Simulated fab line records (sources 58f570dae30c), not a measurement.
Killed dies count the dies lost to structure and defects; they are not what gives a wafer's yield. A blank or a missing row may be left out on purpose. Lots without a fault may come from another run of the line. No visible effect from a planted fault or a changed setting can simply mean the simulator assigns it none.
Lot-split experiment || flow berkeley-cmos170 || 23 wafers read from 5 lots, route of 331 steps

SPLIT DETAILS
At UCB170_CONTACT_PEB_13, the setting peb-temp-c was moved away from the recipe's 130 C on 5 of the 23 wafers read, by +1.4% to +2.0%. The other wafers ran this setting at the recipe's value.

FROM THE SPLIT TO THE READING: what the file shows between them, 5 steps
- UCB170_CONTACT_DEVELOP_14: develop time 45 s
- UCB170_CONTACT_CD_MEAS_15: target cd 700 nm
- UCB170_CONTACT_ETCH_17: etches BARC in N2/H2
- UCB170_CONTACT_ETCH_18: etches PSG in CHF3/CF4/Ar, stops on TiSi2, target depth 840 nm, time 195 s
- UCB170_CONTACT_STRIP_19: strips in O2

THE READING
cd-nm, in nm, at UCB170_CONTACT_CD_MEAS_90 (target cd 700 nm). Fault-free wafers of this fab line usually give 699.3 nm, standard deviation 1.5 nm.

{"wafer": "L075.1", "tool, chamber at the split": "litho-track-03, 0", "peb-temp-c as run, C": 130, "against the recipe": "recipe", "cd-nm, nm": 698.3, "against lot-mates on the recipe": "-"}
{"wafer": "L075.2", "tool, chamber at the split": "litho-track-03, 0", "peb-temp-c as run, C": 131.8, "against the recipe": "+1.4%", "cd-nm, nm": 708.4, "against lot-mates on the recipe": "+9.6"}
{"wafer": "L075.3", "tool, chamber at the split": "litho-track-03, 0", "peb-temp-c as run, C": 130, "against the recipe": "recipe", "cd-nm, nm": 699.0, "against lot-mates on the recipe": "-"}
{"wafer": "L075.4", "tool, chamber at the split": "litho-track-03, 0", "peb-temp-c as run, C": 130, "against the recipe": "recipe", "cd-nm, nm": 699.0, "against lot-mates on the recipe": "-"}
{"wafer": "L075.5", "tool, chamber at the split": "litho-track-03, 0", "peb-temp-c as run, C": 131.8, "against the recipe": "+1.4%", "cd-nm, nm": 709.8, "against lot-mates on the recipe": "+11.0"}
{"wafer": "L079.1", "tool, chamber at the split": "litho-track-03, 0", "peb-temp-c as run, C": 130, "against the recipe": "recipe", "cd-nm, nm": 699.3, "against lot-mates on the recipe": "-"}
{"wafer": "L079.2", "tool, chamber at the split": "litho-track-03, 0", "peb-temp-c as run, C": 130, "against the recipe": "recipe", "cd-nm, nm": 698.3, "against lot-mates on the recipe": "-"}
{"wafer": "L079.3", "tool, chamber at the split": "litho-track-03, 0", "peb-temp-c as run, C": 130, "against the recipe": "recipe", "cd-nm, nm": 699.7, "against lot-mates on the recipe": "-"}
{"wafer": "L079.4", "tool, chamber at the split": "litho-track-03, 0", "peb-temp-c as run, C": 130, "against the recipe": "recipe", "cd-nm, nm": 699.2, "against lot-mates on the recipe": "-"}
{"wafer": "L079.6", "tool, chamber at the split": "litho-track-03, 0", "peb-temp-c as run, C": 130, "against the recipe": "recipe", "cd-nm, nm": 698.5, "against lot-mates on the recipe": "-"}
{"wafer": "L080.2", "tool, chamber at the split": "litho-track-01, 0", "peb-temp-c as run, C": 130, "against the recipe": "recipe", "cd-nm, nm": 697.4, "against lot-mates on the recipe": "-"}
{"wafer": "L080.3", "tool, chamber at the split": "litho-track-01, 0", "peb-temp-c as run, C": 130, "against the recipe": "recipe", "cd-nm, nm": 699.4, "against lot-mates on the recipe": "-"}
{"wafer": "L080.4", "tool, chamber at the split": "litho-track-01, 0", "peb-temp-c as run, C": 130, "against the recipe": "recipe", "cd-nm, nm": 699.5, "against lot-mates on the recipe": "-"}
{"wafer": "L081.1", "tool, chamber at the split": "litho-track-03, 0", "peb-temp-c as run, C": 130, "against the recipe": "recipe", "cd-nm, nm": 700.3, "against lot-mates on the recipe": "-"}
{"wafer": "L081.3", "tool, chamber at the split": "litho-track-03, 0", "peb-temp-c as run, C": 130, "against the recipe": "recipe", "cd-nm, nm": 699.2, "against lot-mates on the recipe": "-"}
{"wafer": "L081.4", "tool, chamber at the split": "litho-track-03, 0", "peb-temp-c as run, C": 130, "against the recipe": "recipe", "cd-nm, nm": 700.1, "against lot-mates on the recipe": "-"}
{"wafer": "L081.5", "tool, chamber at the split": "litho-track-03, 0", "peb-temp-c as run, C": 130, "against the recipe": "recipe", "cd-nm, nm": 698.9, "against lot-mates on the recipe": "-"}
{"wafer": "L081.6", "tool, chamber at the split": "litho-track-03, 0", "peb-temp-c as run, C": 130, "against the recipe": "recipe", "cd-nm, nm": 699.8, "against lot-mates on the recipe": "-"}
{"wafer": "L082.1", "tool, chamber at the split": "litho-track-03, 0", "peb-temp-c as run, C": 130, "against the recipe": "recipe", "cd-nm, nm": 700.1, "against lot-mates on the recipe": "-"}
{"wafer": "L082.2", "tool, chamber at the split": "litho-track-03, 0", "peb-temp-c as run, C": 132.6, "against the recipe": "+2.0%", "cd-nm, nm": 717.0, "against lot-mates on the recipe": "+17.1"}
{"wafer": "L082.4", "tool, chamber at the split": "litho-track-03, 0", "peb-temp-c as run, C": 130, "against the recipe": "recipe", "cd-nm, nm": 699.6, "against lot-mates on the recipe": "-"}
{"wafer": "L082.5", "tool, chamber at the split": "litho-track-03, 0", "peb-temp-c as run, C": 132.6, "against the recipe": "+2.0%", "cd-nm, nm": 715.4, "against lot-mates on the recipe": "+15.5"}
{"wafer": "L082.6", "tool, chamber at the split": "litho-track-03, 0", "peb-temp-c as run, C": 132.6, "against the recipe": "+2.0%", "cd-nm, nm": 714.7, "against lot-mates on the recipe": "+14.9"}

FIT RESULTS
A straight line over all 23 wafers: cd-nm changes by +8.01 nm for each +1% of peb-temp-c; r = +0.99; the points scatter about the line by 0.89 nm.
The same after taking each lot's own level away (the mean of its wafers on the recipe; 23 wafers): +7.82 nm for each +1%; r = +0.99; scatter 0.7 nm.
That fit puts the effect of the largest move of peb-temp-c on the reading at 16 nm.
The lots' own levels span 698.77 to 699.85 nm, that is 0.7 times the standard deviation above.
The two slopes are in agreement: the lot-to-lot level therefore moves the slope only a little.
Check: with one of the wafers moved furthest among these (+2.0%) left out of the fit, the line predicts +15.1 nm for it against its lot-mates. Against them it came out at +17.1 nm.

THESE WAFERS: OTHER SPLITS
Note: prior to the reading, these wafers also went through further splits. Each is held against what the fit with the lots' levels taken away leaves over:
{"other split on the same wafers": "UCB170_CONTACT_COAT_04 spin-rpm", "wafers away from the commonest value": 5, "r with cd-nm (lot level and that fit taken away)": "+0.00"}

THE WHOLE CHAIN: every reading that the file lists as answering this split, in the file's order
{"step": "UCB170_CONTACT_CD_MEAS_15", "what it does": "target cd 700 nm", "reading": "cd-nm", "change (the file's fit)": "+7.9 nm for each +1% of the setting", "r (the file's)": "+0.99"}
{"step": "UCB170_CONTACT_ETCH_17", "what it does": "etches BARC in N2/H2", "reading": "CONTACT.cd-nm (the simulator's own value, which no gauge read)", "change (the file's fit)": "+7.69 nm for each +1% of the setting", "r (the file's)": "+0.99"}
{"step": "UCB170_CONTACT_ETCH_18", "what it does": "etches PSG in CHF3/CF4/Ar, stops on TiSi2, target depth 840 nm, time 195 s", "reading": "CONTACT.cd-nm (the simulator's own value, which no gauge read)", "change (the file's fit)": "+7.77 nm for each +1% of the setting", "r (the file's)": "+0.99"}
{"step": "UCB170_CONTACT_CD_MEAS_90", "what it does": "target cd 700 nm", "reading": "cd-nm", "change (the file's fit)": "+7.76 nm for each +1% of the setting", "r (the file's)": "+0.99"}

FILE'S OWN FIT
cd-nm changes by +7.76 nm for each +1% of peb-temp-c, r = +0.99.
